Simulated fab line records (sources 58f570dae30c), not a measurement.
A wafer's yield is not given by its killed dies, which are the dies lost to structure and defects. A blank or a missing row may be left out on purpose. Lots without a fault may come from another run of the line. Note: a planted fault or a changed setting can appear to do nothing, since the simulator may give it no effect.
One fault seen from 2 desks || flow berkeley_cmos170 || only its own numbers are on each desk; what lay behind them is given at the end

## THE METROLOGY DESK
Means of the sampled wafers that have a number, per lot and without regard to the tool the lot ran on: this is what the gauges read. The brackets show how far a lot's mean lies from the usual mean; more than 4 standard deviations puts the lot out of limits, marked OUT.
Columns: A = cd_nm at UCB170_M2_CD_MEAS_90, usual 700 nm; B = V2_BOW at UCB170_V2_BOW_MEAS_03, usual 35 um; C = cd_nm at UCB170_V2_CD_MEAS_90, usual 700.6 nm; D = M3_AL_RS at UCB170_M3_RS_MEAS_02, usual 0.0321 ohm/sq; E = M3_AL_THK at UCB170_M3_THK_MEAS_03, usual 888 nm
{"lot": "L726", "first seen here": "day 9 06:34", "A": 696, "B": 26, "C": 700.4, "D": 0.0318, "E": 906}
{"lot": "L730", "first seen here": "day 9 06:57", "A": 699, "B": 41, "C": 700.9, "D": 0.0318, "E": 907}
{"lot": "L729", "first seen here": "day 9 07:02", "A": 700, "B": 24, "C": 701.7, "D": 0.0323, "E": 880}
{"lot": "L728", "first seen here": "day 9 09:35", "A": 701, "B": 42, "C": 701.9, "D": 0.0321, "E": 881}
{"lot": "L731", "first seen here": "day 10 12:58", "A": 701, "B": 37, "C": 701.4, "D": 0.0320, "E": 886}
{"lot": "L734", "first seen here": "day 10 15:37", "A": 695, "B": 33, "C": 702.5, "D": 0.0320, "E": 886}
{"lot": "L732", "first seen here": "day 10 15:49", "A": 700, "B": 38, "C": 700.6, "D": "0.0298 (-7.4) OUT", "E": "963 (+6.8) OUT"}
{"lot": "L738", "first seen here": "day 10 23:59", "A": 695, "B": 30, "C": 699.3, "D": 0.0324, "E": 874}
{"lot": "L736", "first seen here": "day 11 02:15", "A": 702, "B": 34, "C": 699.6, "D": 0.0324, "E": 876}
{"lot": "L744", "first seen here": "day 13 01:41", "A": 701, "B": 26, "C": 699.6, "D": 0.0323, "E": 890}
{"lot": "L741", "first seen here": "day 13 03:29", "A": 698, "B": 34, "C": 698.4, "D": 0.0323, "E": 895}
{"lot": "L745", "first seen here": "day 13 07:56", "A": 696, "B": 35, "C": 702.5, "D": 0.0320, "E": 900}
{"lot": "L749", "first seen here": "day 14 00:21", "A": 698, "B": 35, "C": 700.9, "D": 0.0322, "E": 881}
Per this desk, out of limits: L732; the first was L732, day 10 18:56 (M3_AL_RS at UCB170_M3_RS_MEAS_02). In limits: L726, L730, L729, L728, L731, L734, L738, L736, L744, L741, L745, L749.

## TOOL OWNER'S DESK, pvd_sputter-04
The tool's own readings at UCB170_M3_SPUTTER_01 (material Al, target thk 900 nm, time 120 s): means of the sampled wafers that have a number, for each lot that ran on this tool. The brackets show how far a lot's mean lies from the usual mean; more than 4 standard deviations puts the lot out of limits, marked OUT.
Columns: A = cathode_dc_power_W at UCB170_M3_SPUTTER_01, usual 6000.0 W; B = throttle_valve_pct at UCB170_M3_SPUTTER_01, usual 30.2 %
{"lot": "L730", "first seen here": "day 9 10:01", "A": 5999.9, "B": 29.9}
{"lot": "L728", "first seen here": "day 9 12:15", "A": 6000.2, "B": 30.5}
{"lot": "L731", "first seen here": "day 10 15:58", "A": 6000.2, "B": 30.6}
{"lot": "L732", "first seen here": "day 10 18:51", "A": "6568.4 (+99 or more) OUT", "B": 30.2}
{"lot": "L749", "first seen here": "day 14 03:19", "A": 6000.7, "B": 30.1}
Finding of this desk: L732 out of limits; the first was L732 at day 10 18:51, on cathode_dc_power_W at UCB170_M3_SPUTTER_01. In limits: L730, L728, L731, L749.

## ALL TOGETHER
The tool owner's desk had the chance to raise an alarm at day 10 18:51 on L732.
On L732, the metrology desk was in a position to raise an alarm at day 10 18:56.
Every lot named ran UCB170_M3_SPUTTER_01 on pvd_sputter-04.

## WHAT THE SIMULATOR PUT IN
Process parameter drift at UCB170_M3_SPUTTER_01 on pvd_sputter-04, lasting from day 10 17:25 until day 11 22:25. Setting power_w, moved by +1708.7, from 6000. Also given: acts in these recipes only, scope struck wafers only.
Lots struck among those shown: L732.
Fault start to first reading out of limits, in hours, per desk: tool owner, 1; metrology, 2.
